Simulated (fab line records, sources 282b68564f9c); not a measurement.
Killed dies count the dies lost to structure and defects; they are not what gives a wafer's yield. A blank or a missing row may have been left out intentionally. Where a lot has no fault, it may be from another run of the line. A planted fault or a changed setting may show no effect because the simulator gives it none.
A struck lot beside a sound one	flow rit_cmos	15 steps out of a route of 202
Sound: the wafers L978.3, L978.4, L978.6. Struck: wafers L989.1, L989.3, L989.4. The cause is named last.
Each step with rows lists, per side, the tool, then ch with its chambers, then its first start. Under that, the readings that differ: sound wafers	struck wafers	difference of the means	sigmas: that difference in standard deviations of wafers without a fault.
alike: words and numbers the same on both sides, and readings whose means are apart by under 2 such deviations; not compared: readings that were withheld, readings missing a value for some wafer, numbers with overlapping values and no deviation given by the record, and bounds like >300 which may hide the same value.
A row with sigmas, a row that says differs or no value, or rows on one side alone: a step with any of these is where the two part. Numbers that have no deviation but don't overlap get no sigmas and don't part them. A reading that every wafer of one side lacks parts them only if that side has two wafers or more.

RIT_GATE_STRIP_20: strips in O2, time 180 s.
  sound on plasma_asher-03 ch 0,1, day 4 20:19; struck on plasma_asher-01 ch 0,1, day 7 03:13
  alike: drypump_motor_current_A
  not compared: rf_hours_counter_h
RIT_GATE_CD_MEAS_90: the cd target is 150 nm.
  sound: cd_sem-02 at day 4 20:29; struck: cd_sem-02 at day 7 03:24
  alike: cd_nm
then, 4 steps without rows for these wafers: RIT_REOX_CLEAN_00 (cleans in SC1, time 600 s); RIT_REOX_CLEAN_01 (cleans in dHF, time 30 s); RIT_REOX_CLEAN_02 (cleans in SC2, time 600 s); RIT_REOX_OXIDATION_03 (target thk 25.2 nm, ox time 5580 s).
RIT_REOX_THK_MEAS_04:
  sound: film_metro-02 at day 5 00:28; struck: film_metro-02 at day 7 06:27
  alike: REOX_OXIDE_THK
then, 5 steps without rows for these wafers: RIT_NLDD_HMDS_00 (prime time 60 s); RIT_NLDD_COAT_01 (resist thk 1000 nm); RIT_NLDD_SOFTBAKE_02 (time 60 s); RIT_NLDD_EXPOSE_03 (exposes mask M7, target cd 40700 nm); RIT_NLDD_PEB_04.
RIT_NLDD_DEVELOP_05: develop time 50 s.
  sound on litho_track-02 ch 0, day 5 01:00; struck on litho_track-03 ch 0, day 7 07:00
reading	sound	struck	difference	sigmas
developer_temp_C (C)	23.10 23.07 23.12	25.42 25.31 25.43	+2.29	+21
  alike: resist_line_temp_C
RIT_NLDD_OVL_MEAS_06:
  sound: overlay-01 at day 5 01:29; struck: overlay-02 at day 7 07:22
  alike: NLDD_OVL
RIT_M1_PROBE_99:
  sound: prober-01 at day 5 19:13; struck: prober-02 at day 7 23:05
  alike: killed_at_contacts, killed_at_front_end, killed_dies, killed_open, killed_short

WHERE THEY PART
Within this record, at RIT_NLDD_DEVELOP_05 only. Later steps at which nothing parts them and some readings are alike: RIT_NLDD_OVL_MEAS_06, RIT_M1_PROBE_99.

WHY: what had been put in by the simulator
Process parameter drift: litho_track-03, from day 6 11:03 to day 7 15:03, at RIT_NLDD_DEVELOP_05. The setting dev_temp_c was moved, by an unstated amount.
